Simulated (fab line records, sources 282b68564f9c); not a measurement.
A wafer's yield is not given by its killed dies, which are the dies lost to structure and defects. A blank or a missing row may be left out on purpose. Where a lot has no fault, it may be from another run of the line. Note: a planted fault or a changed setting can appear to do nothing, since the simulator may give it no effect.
A lot that was struck, set against a sound lot	flow rit-cmos	28 steps out of a route of 202
Sound: the wafers L830.3, L830.5, L830.6. Wafers L834.1, L834.3, L834.4 were the ones struck. The cause is named last.
At each step with rows: each side's tool, then ch and its chambers, then its first start. Under that, the readings that differ: sound wafers	struck wafers	difference of the means	sigmas: that difference in standard deviations of wafers without a fault.
alike: a reading whose means differ by less than 2 such deviations, as well as words and numbers matching on both sides. not compared: withheld readings; readings where some wafer has no value; bounds like >300 that might hide an equal value; numbers whose values overlap and for which the record gives no deviation.
The two part at a step that has a row with sigmas, a row that says differs or no value, or rows on one side only. Numbers that don't overlap but have no deviation are shown without sigmas and don't part them. A reading missing from all wafers of one side parts the sides only when that side holds two or more wafers.

RIT_ACTIVE_BOW_MEAS_00:
  sound on film-metro-01, day 2 16:02; struck on film-metro-04, day 3 12:00
  alike: INCOMING_BOW
RIT_ACTIVE_OXIDATION_01: target thk 46.8 nm, ox time 3360 s.
  sound on furnace-01 ch 0, day 2 16:56; struck on furnace-03 ch 0, day 3 12:07
reading	sound	struck	difference	sigmas
model.SiO2_of_ACTIVE_OXIDATION_01.thk-nm (nm)	50.42 50.37 50.57	55.24 54.05 54.03	+3.99	
  alike: spike-tc-centre-C
RIT_ACTIVE_THK_MEAS_02:
  sound on film-metro-02, day 2 18:53; struck on film-metro-04, day 3 14:03
reading	sound	struck	difference	sigmas
ACTIVE_OXIDE_THK (nm)	50.4 50.3 50.6	55.3 54.0 54.0	+4.0	+5
then, 1 step without rows for these wafers: RIT_ACTIVE_CVD_03 (deposits Si3N4 from SiH2Cl2/NH3, target thk 150 nm, time 1500 s).
RIT_ACTIVE_THK_MEAS_04:
  sound on film-metro-01, day 2 20:22; struck on film-metro-01, day 3 15:32
reading	sound	struck	difference	sigmas
ACTIVE_NITRIDE_THK (nm)	147.8 147.9 148.5	152.7 150.5 151.1	+3.4	+2
then, 6 steps without rows for these wafers: RIT_ACTIVE_HMDS_05 (prime time 60 s); RIT_ACTIVE_COAT_06 (resist thk 1000 nm); RIT_ACTIVE_SOFTBAKE_07 (time 60 s); RIT_ACTIVE_EXPOSE_08 (exposes mask M1, target cd 1400 nm); RIT_ACTIVE_PEB_09; RIT_ACTIVE_DEVELOP_10 (develop time 50 s).
RIT_ACTIVE_CD_MEAS_11 targets a cd of 1400 nm.
  sound on cd-sem-01, day 2 21:17; struck on cd-sem-02, day 3 16:34
  alike: cd-nm
then, 1 step without rows for these wafers: RIT_ACTIVE_HARDBAKE_12 (time 60 s).
RIT_ACTIVE_ETCH_13: etches Si3N4 in SF6, stops on SiO2, time 210 s, target depth 210 nm.
  sound on rie-diel-02 ch 0,3, day 2 21:31; struck on rie-diel-04 ch 0,2, day 3 16:50
  alike: drypump-motor-current-A, oes-product-au, throttle-valve-pct
  not compared: rf-hours-counter-h
RIT_ACTIVE_STRIP_14: strips in O2, time 180 s.
  sound on plasma-asher-02 ch 0,1, day 2 21:43; struck on plasma-asher-03 ch 0,1, day 3 16:58
  alike: drypump-motor-current-A
  not compared: rf-hours-counter-h
RIT_ACTIVE_CD_MEAS_90 targets a cd of 1400 nm.
  sound on cd-sem-01, day 2 21:52; struck on cd-sem-01, day 3 17:08
  alike: cd-nm
then, 4 steps without rows for these wafers: RIT_ACTIVE_CLEAN_15 (cleans in SC1, time 600 s); RIT_ACTIVE_CLEAN_16 (cleans in dHF, time 30 s); RIT_ACTIVE_CLEAN_17 (cleans in SC2, time 600 s); RIT_FOX1_OXIDATION_00 (target thk 350.7 nm, ox time 1130 s).
RIT_FOX1_THK_MEAS_01:
  sound on film-metro-03, day 3 00:22; struck on film-metro-01, day 3 21:25
  alike: FOX1_OXIDE_THK
then, 2 steps without rows for these wafers: RIT_FOX1_WET_ETCH_02 (etches SiO2 in BOE, target depth 350 nm, time 390 s); RIT_FOX2_OXIDATION_00 (target thk 350.7 nm, ox time 1130 s).
RIT_FOX2_THK_MEAS_01:
  sound on film-metro-03, day 3 01:51; struck on film-metro-03, day 3 23:01
  alike: FOX2_OXIDE_THK
then, 1 step without rows for these wafers: RIT_FOX2_CLEAN_02 (cleans in dHF, time 180 s).
RIT_FOX2_WET_ETCH_03: etches Si3N4 in H3PO4, target depth 195 nm, time 2700 s.
  sound on wet-bench-01 ch 1, day 3 01:57; struck on wet-bench-01 ch 3, day 3 23:08
reading	sound	struck	difference	sigmas
model.SiO2_of_ACTIVE_OXIDATION_01.thk-nm (nm)	44.13 44.1 44.77	49.1 47.87 48.04	+4.0	
RIT_FOX2_THK_MEAS_90:
  sound on film-metro-01, day 3 02:44; struck on film-metro-03, day 4 00:40
  alike: FIELD_OXIDE_LEFT_1_THK
RIT_M1_PROBE_99:
  sound on prober-01, day 4 20:45; struck on prober-01, day 5 16:05
reading	sound	struck	difference	sigmas
model.etest.nldd.width-nm (nm)	3128 3144 3130	3069 3109 3105	-40	
model.etest.nmos-narrow.drive-ua-um	219.9 224 215.3	199.8 209.6 211.6	-12.7	
  alike: killed-at-contacts, killed-at-front-end, killed-dies, killed-open, killed-short
  not compared: model.etest.pldd.width-nm

== WHERE THEY PART ==
First at RIT_ACTIVE_THK_MEAS_02; last, within this record, at RIT_ACTIVE_THK_MEAS_04. Later steps at which nothing parts them and some readings are alike: RIT_ACTIVE_CD_MEAS_11, RIT_ACTIVE_ETCH_13, RIT_ACTIVE_STRIP_14, RIT_ACTIVE_CD_MEAS_90, RIT_FOX1_THK_MEAS_01, RIT_FOX2_THK_MEAS_01, RIT_FOX2_THK_MEAS_90, RIT_M1_PROBE_99.

WHY: what the simulator had put in
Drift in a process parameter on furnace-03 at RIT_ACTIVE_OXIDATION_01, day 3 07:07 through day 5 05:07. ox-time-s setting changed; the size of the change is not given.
